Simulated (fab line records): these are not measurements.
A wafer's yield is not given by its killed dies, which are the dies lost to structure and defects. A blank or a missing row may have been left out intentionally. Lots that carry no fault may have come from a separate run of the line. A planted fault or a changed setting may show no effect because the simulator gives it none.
Problem report in the 8D (eight disciplines) form, filled by code	flow berkeleyCmos170	the parts of the form that need people (team, actions taken, sign-off) are left out

== 1. THE ISSUE ==
At UCB170_V1_ETCH_14, rfFwdPowerW averages 613.2 W over 2 wafers from 2 lots, while fault-free wafers read 698.7 W, standard deviation 2.1. Measured from the usual mean, that is -41 standard deviations.
The step: etches SiO2 in CHF3/CF4/Ar, stops on Al, target depth 1250 nm, time 291 s.
First observed at day 12 09:39: wafer L142.2, on rieDiel-03. Wafers with a number at this step in the record: 42, from 14 lots. The rule behind "out" and "out of limits": a value lying over 4 standard deviations away from the usual mean. The rest of the wafers with a number are treated as sound.

== 2. WHAT IT IS, WHAT IT ISN'T ==
question	is	is not
which readings at this step	rfFwdPowerW	drypumpMotorCurrentA, oesProductAu, throttleValvePct
which lots	L141, L142	L124, L125, L127, L128, L129, L132, L135, L136, L137, L145, L146, L147
which wafers of those lots	L141.3, L142.2	L141.1, L141.5, L142.1, L142.6
read on which tools	rieDiel-03	rieDiel-02, rieDiel-04
when	from day 12 09:39	up to then (29 sound wafers); but 11 sound wafers of L141, L145, L146, L147 came after

== 3. WHAT RULES OUT EACH SUSPECT ==
Counting: if a tool at a process step up to the reading ran every lot that is out, it stays a suspect. Sound lots after the first of them don't rule it out here, since some wafers of a struck lot are sound.
- rieDiel-03 at UCB170_V1_ETCH_14 (etches SiO2 in CHF3/CF4/Ar, stops on Al, target depth 1250 nm, time 291 s): kept. Ran every lot that is out, first one L142 (day 12 09:39); last sound lot up to then L136 (day 10 17:26). On those wafers its own readings are out: rfFwdPowerW.
- In rieDiel-03 at UCB170_V1_ETCH_14, the wafers that are out were processed in chamber 0 and their sound lot-mates in chambers 2, 3.
After counting, what remains is rieDiel-03 at UCB170_V1_ETCH_14.

== 4. THE CAUSE (what the simulator had put in) ==
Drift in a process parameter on rieDiel-03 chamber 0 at UCB170_V1_ETCH_14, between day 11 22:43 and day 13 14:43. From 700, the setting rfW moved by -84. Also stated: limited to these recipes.
Only this tool survived the counting.

== 5. THE CHAIN OF EFFECTS, in route order ==
Each row: a reading whose mean over the struck wafers that have a number lies more than 3 standard deviations from the usual. Only readings for which the record gives a usual standard deviation are gone through. hours: the time from each lot's start at the first step in this table that gives one to its start at this step, as a median over the lots. sigmas: the change in usual standard deviations.
hours	step	reading	usual	on struck wafers	change	sigmas
0	UCB170_V1_ETCH_14	rfFwdPowerW	698.7 W	613.2	-85.5	-41
The process steps in it:
- UCB170_V1_ETCH_14: etches SiO2 in CHF3/CF4/Ar, stops on Al, target depth 1250 nm, time 291 s.

== 6. WHAT WOULD HAVE CAUGHT IT SOONER ==
The fault began at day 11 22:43; the first out-of-limits reading in this record came at day 12 09:39, 11 hours later.
